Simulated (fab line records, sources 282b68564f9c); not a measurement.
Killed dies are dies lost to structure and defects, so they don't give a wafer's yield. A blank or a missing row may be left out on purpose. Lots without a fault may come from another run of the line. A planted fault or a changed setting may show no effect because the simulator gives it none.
One fault seen from 2 desks | flow rit_cmos | each desk has only its own numbers; what lay behind them comes last

THE TOOL OWNER'S DESK: furnace-04
The tool's own readings at RIT_ACTIVE_OXIDATION_01 (target thk 46.8 nm, ox time 3360 s): means of the sampled wafers that have a number, for each lot that ran on this tool. A lot is out of limits, marked OUT, if its mean lies more than 4 standard deviations from the usual mean; the brackets give that distance.
Columns: A = ox_temp_c at RIT_ACTIVE_OXIDATION_01, usual 1000.0 C; B = zone_power_source_pct at RIT_ACTIVE_OXIDATION_01, usual 35.4 %
lot  | first seen here | A      | B
L726 | day 1 10:07     | 1000.1 | 38.6
L727 | day 1 16:42     | 999.7  | 39.0
L736 | day 3 14:07     | 1000.2 | 39.0
L738 | day 3 22:58     | 1000.1 | 39.0
This desk's finding: nothing out of limits on any of the 4 lots.

THE METROLOGY DESK
What the gauges read, lot by lot, whatever tool the lot ran on: means of the sampled wafers that have a number. A lot is out of limits, marked OUT, if its mean lies more than 4 standard deviations from the usual mean; the brackets give that distance.
Columns: A = ACTIVE_OXIDE_THK at RIT_ACTIVE_THK_MEAS_02, usual 46.8 nm; B = M1_OVL at RIT_M1_OVL_MEAS_10, usual 0.3 nm; C = M1_BOW at RIT_M1_BOW_MEAS_16, usual 18 um
lot  | first seen here | A               | B    | C
L726 | day 1 12:04     | 46.5            | 0.1  | 12
L727 | day 1 18:38     | 46.1            | -0.1 | 18
L728 | day 1 22:04     | 47.2            | 0.1  | 15
L729 | day 2 03:05     | 46.5            | -1.2 | 23
L730 | day 2 08:12     | 46.8            | 1.0  | 13
L733 | day 3 01:25     | 46.9            | 1.2  | 19
L736 | day 3 16:04     | 43.9 (-4.0) OUT | -2.0 | 21
L738 | day 4 00:55     | 42.7 (-5.8) OUT | 2.8  | 18
L739 | day 4 05:59     | 47.4            | -0.6 | 12
L742 | day 4 20:37     | 45.2            | -1.5 | 15
L744 | day 5 06:07     | 47.5            | 1.1  | 22
L746 | day 5 16:39     | 47.4            | 0.3  | 16
L747 | day 5 21:03     | 47.7            | 0.4  | 16
L749 | day 6 07:30     | 47.7            | -0.9 | 14
This desk's finding: out of limits on L736, L738; first on L736, day 3 16:04 (ACTIVE_OXIDE_THK at RIT_ACTIVE_THK_MEAS_02). In limits: L726, L727, L728, L729, L730, L733, L739, L742, L744, L746, L747, L749.

PUT TOGETHER
The metrology desk could have raised an alarm at day 3 16:04, on L736, L738.
The tool owner's desk saw nothing out of limits.
The tool owner's desk has L736, L738 on record, within its limits.
Of the lots named, all ran RIT_ACTIVE_OXIDATION_01 on furnace-04.

WHAT THE SIMULATOR HAD PUT IN
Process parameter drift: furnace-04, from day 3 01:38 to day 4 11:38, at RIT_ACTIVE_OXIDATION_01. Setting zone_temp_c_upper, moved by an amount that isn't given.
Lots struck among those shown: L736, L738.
Hours from the fault's start to each desk's first reading out of limits: the metrology desk, 14.
